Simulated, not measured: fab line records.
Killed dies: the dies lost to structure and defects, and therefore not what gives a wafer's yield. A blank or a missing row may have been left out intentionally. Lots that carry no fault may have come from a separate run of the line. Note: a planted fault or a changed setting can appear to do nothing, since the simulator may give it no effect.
fab line records | flow ritCmos
[record] lots = 14 wafers = 42 lastDay = 8
route steps=202 shown CONTACT@168
lots untouched by any fault: they come from a run of this same line in which no faults occurred
startH: the number of hours between the record's first day and the start of the first shown wafer of the lot | waitH: how many hours have passed since the lot's step before this one | " the same as in the row above | L1.1+2: one row covering several wafers at once | - no value, or no start was given | * or withheld: withheld | < > ~ a bound
route shown NAME@n: a module of which the file shows steps, and the number in the route of the first | usual: average and standard deviation across the fault-free wafers | same: alike in all rows | chamber/n: place in a boat | sites: each site's reading | _std_site: the standard deviation of these | _edge_site: inner sites' mean taken away from outer sites' mean | radiusMm: for every site, how far away it sits from the centre of the wafer | mask NAME#n: copy n | behind: the tool/chamber that last shaped the wafer | hold: what put the lot on hold/how long, in hours/how the hold closed | device: which transistor (n, p or np) failed to switch | end of line: at the end of the route, the tests of the same wafers | for a step that has no rows: nothing shown but its recipe | killed: not the wafer's yield, but the dies lost to structure and defects at the first sort | map: a wafer's dies, x killed, . not, _ none there
set.NAME: the setting the step ran with; set.NAME@STEP: the setting that earlier step ran with | model.NAME: the simulator's own value behind a step, which no gauge read
a sample of lots followed through the steps of the route, with each step as a table and each wafer as a row
services: from which hour (startH, from the record's first day; less than 0 if before it) a tool's chamber was out of use, for how many hours, and why
[[steps]]
[step RIT_CONTACT_CVD_00]
[recipe] material = SiO2 targetThkNm = 400 precursor = TEOS tempC = 390 timeS = 61 rfW = 391.4
[usual] heaterPowerW = 305/59
// columns lot.wafer tool chamber startH waitH heaterPowerW
L558.1 pecvd-03 0 57.06 0.1 310
L558.4 " 0 " " 321
L558.6 " 0 " " 336
L559.2 pecvd-01 0 63.67 0.0 410
L559.3 " 1 " " 317
L559.4 " 2 " " 278
L560.2 pecvd-04 0 67.19 0.0 266
L560.3 " 2 " " 386
L560.5 " 1 " " 284
L561.2 pecvd-03 0 73.84 0.0 324
L561.4 " 0 " " 334
L561.6 " 1 " " 256
L562.3 pecvd-01 1 79.90 0.0 311
L562.4 " 0 " " 367
L562.5 " 1 " " 316
L563.2 pecvd-04 1 81.21 0.0 212
L563.4 " 0 " " 237
L563.5 " 2 " " 354
L570.1 pecvd-03 1 112.71 0.1 257
L570.2 " 2 " " 317
L570.6 " 2 " " 309
L573.3 pecvd-03 0 135.57 0.0 292
L573.5 " 0 " " 308
L573.6 " 2 " " 260
L574.1 pecvd-01 0 138.13 0.1 414
L574.5 " 0 " " 426
L574.6 " 2 " " 364
L575.3 pecvd-04 2 141.28 0.0 397
L575.5 " 1 " " 256
L575.6 " 2 " " 401
L577.1 pecvd-01 0 164.78 0.1 369
L577.3 " 1 " " 305
L577.6 " 0 " " 388
L578.2 pecvd-04 1 170.68 0.0 252
L578.3 " 2 " " 368
L578.4 " 2 " " 376
L580.2 pecvd-01 0 172.56 0.0 364
L580.4 " 0 " " 386
L580.6 " 2 " " 355
L581.1 pecvd-04 1 181.05 0.1 223
L581.4 " 1 " " 246
L581.6 " 2 " " 371
[step RIT_CONTACT_THK_MEAS_01]
[recipe] reads = SiO2_of_CONTACT_CVD_00
[usual] CONTACT_TEOS_THK = 393/5.3
// columns lot.wafer tool chamber startH waitH hold CONTACT_TEOS_THK[nm]
L558.1 filmMetro-04 - 57.13 0.1 - 386
L558.4 " - " " - 392
L558.6 " - " " - 391
L559.2 filmMetro-02 - 63.73 0.0 - 391
L559.3 " - " " - 396
L559.4 " - " " - 398
L560.2 filmMetro-03 - 67.26 0.0 - 391
L560.3 " - " " - 384
L560.5 " - " " - 396
L561.2 filmMetro-03 - 73.90 0.0 - 386
L561.4 " - " " - 392
L561.6 " - " " - 392
L562.3 filmMetro-04 - 79.98 0.0 - 391
L562.4 " - " " - 391
L562.5 " - " " - 395
L563.2 filmMetro-03 - 81.27 0.0 - 392
L563.4 " - " " - 399
L563.5 " - " " - 392
L570.1 filmMetro-02 - 112.76 0.0 awaitDispo/0.2h/release 450
L570.2 " - " " awaitDispo/0.2h/release 446
L570.6 " - " " awaitDispo/0.2h/release 455
L570.1 filmMetro-02 - 112.99 0.2 - 450
L570.2 " - " " - 447
L570.6 " - " " - 456
L573.3 filmMetro-02 - 135.64 0.0 awaitDispo/0.2h/release 456
L573.5 " - " " awaitDispo/0.2h/release 467
L573.6 " - " " awaitDispo/0.2h/release 459
L573.3 filmMetro-02 - 135.87 0.2 - 456
L573.5 " - " " - 467
L573.6 " - " " - 459
L574.1 filmMetro-04 - 138.18 0.0 - 381
L574.5 " - " " - 391
L574.6 " - " " - 399
L575.3 filmMetro-02 - 141.35 0.0 - 389
L575.5 " - " " - 404
L575.6 " - " " - 401
L577.1 filmMetro-02 - 164.83 0.0 - 384
L577.3 " - " " - 391
L577.6 " - " " - 393
L578.2 filmMetro-03 - 170.74 0.0 - 394
L578.3 " - " " - 392
L578.4 " - " " - 401
L580.2 filmMetro-03 - 172.62 0.0 - 388
L580.4 " - " " - 395
L580.6 " - " " - 403
L581.1 filmMetro-03 - 181.10 0.0 - 395
L581.4 " - " " - 400
L581.6 " - " " - 398
[[services]]
// columns tool chamber startH hours kind
pecvd-03 2 52.64 9.3 repair
pecvd-04 2 137.67 1.9 repair
[[key]]
[firstSign] step = RIT_CONTACT_THK_MEAS_01 reading = visit direction = added
[effect] step = RIT_CONTACT_THK_MEAS_01 reading = CONTACT_TEOS_THK direction = up sigmas = 12 usual = 393 struck = 456
metAt RIT_CONTACT_CVD_00
struckLots L570,L573
sortLeftOut L570.1,L570.2,L570.6,L573.3,L573.5,L573.6
testerLeftOut L570,L573
onsetBetween 73.84 112.71
[fault] kind = processParameterDrift tool = pecvd-03 chamber = - onsetH = 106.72 steps = RIT_CONTACT_CVD_00 channel = targetThkNm offset = 65.928 shape = step endH = 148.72 stated = 400
// testerLeftOut: of these lots the tester's yield and bins aren't shown, on N5 and GAA mostly nor the transistor test; their killed dies are dies lost to structure and defects alone, not to doping, threshold or leakage, so they don't give the yield
// sortLeftOut: the simulated sort isn't trusted on such a fault, so these wafers' sort isn't shown, and their yield isn't known
